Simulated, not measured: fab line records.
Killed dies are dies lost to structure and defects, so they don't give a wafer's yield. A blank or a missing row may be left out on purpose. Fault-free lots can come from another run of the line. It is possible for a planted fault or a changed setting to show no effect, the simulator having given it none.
Problem report, 8D (eight disciplines) form, completed by code :: flow berkeleyCmos170 :: the parts of the form that need people (team, actions taken, sign-off) are left out

## 1. WHAT WENT WRONG
Wafers free of any fault read 0.03233 ohm/sq (standard deviation 0.0003) for M3_AL_RS at UCB170_M3_RS_MEAS_02, against a mean of 0.03982 ohm/sq on 6 wafers of 2 lots. Measured from the usual mean, that is +25 standard deviations.
The step: measures by four-point-probe.
Seen first at day 13 03:32 on filmMetro-02, wafer L231.1. Wafers with a number at this step in the record: 42, from 14 lots. Rule for "out" (also "out of limits"): further than 4 standard deviations from the usual mean. All remaining wafers that have a number are taken as sound.

## 2. WHAT IT IS AND WHAT IT IS NOT
question: which readings at this step
is: M3_AL_RS
is not: -

question: which lots
is: L231, L232
is not: L219, L220, L221, L223, L224, L228, L234, L235, L236, L238, L239, L242

question: which wafers of those lots
is: all that have a number
is not: -

question: read on which gauges
is: filmMetro-02, filmMetro-03
is not: filmMetro-01

question: when
is: from day 13 03:32
is not: up to then (18 sound wafers); but 18 sound wafers of L234, L235, L236, L238, L239, L242 came after

## 3. THE SUSPECTS, EACH WITH WHAT RULES IT OUT
Counting: any tool at a process step up to the reading is kept as a suspect provided that every lot that is out went through it and no sound lot did after the first of them.
- the gauge at UCB170_M3_RS_MEAS_02 has been ruled out. The wafers that are out were read on 2 gauges (filmMetro-02, filmMetro-03).
- rtpAnneal-01 at UCB170_CONTACT_RTA_08 (time 10 s): ruled out as a lasting fault. After its first lot that is out, L231 (day 12 12:19), sound lots L234, L235, L238, L239, L242 ran on it.
- pvdSputter-03 at UCB170_M3_SPUTTER_01 (material Al, target thk 900 nm, time 120 s): kept. It ran every lot that is out, first L231 (day 13 03:27), and no sound lot after that; its last sound lot up to then is L228 (day 12 09:17).
Remaining after the count: pvdSputter-03 at UCB170_M3_SPUTTER_01.

## 4. THE CAUSE (what the simulator had put in)
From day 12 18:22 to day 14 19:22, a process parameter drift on pvdSputter-03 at UCB170_M3_SPUTTER_01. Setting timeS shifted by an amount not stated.
Counting left only this tool.

## 5. SEQUENCE OF EFFECTS, ordered by route
Each row: a reading whose mean over the struck wafers that have a number lies more than 3 standard deviations from the usual. Readings are gone through only where the record gives a usual standard deviation; hours: the median, over the lots, of the time from a lot's start at the first step in this table giving one to that lot's start at this step; sigmas: the change measured in usual standard deviations.
hours: 0
step: UCB170_M3_RS_MEAS_02
reading: M3_AL_RS
usual: 0.03233 ohm/sq
on struck wafers: 0.03982
change: +0.00749
sigmas: +25

hours: 0
step: UCB170_M3_THK_MEAS_03
reading: M3_AL_THK
usual: 894 nm
on struck wafers: 728
change: -166
sigmas: -18

hours: 2
step: UCB170_M3_METAL_ETCH_18
reading: oesProductAu
usual: 0.853 a.u.
on struck wafers: 0.762
change: -0.091
sigmas: -6.5
Its process steps:
- UCB170_M3_METAL_ETCH_18: etches Al in Cl2/BCl3, stops on SiO2, target depth 1170 nm, time 195 s.

## 6. WHAT WOULD HAVE CAUGHT IT SOONER
In this record the first reading out of limits at a measuring or inspecting step was taken at day 13 03:32, 9 hours after the fault began at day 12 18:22.
An alarm limit of 4 standard deviations would not have fired on the tool readings at UCB170_M3_SPUTTER_01 for which the record gives a usual standard deviation, since none of them was out on any struck wafer.
Lots out: 2; of these, L232 started UCB170_M3_SPUTTER_01 on pvdSputter-03 after day 13 03:32. Putting the tool on hold at that point would have spared it.
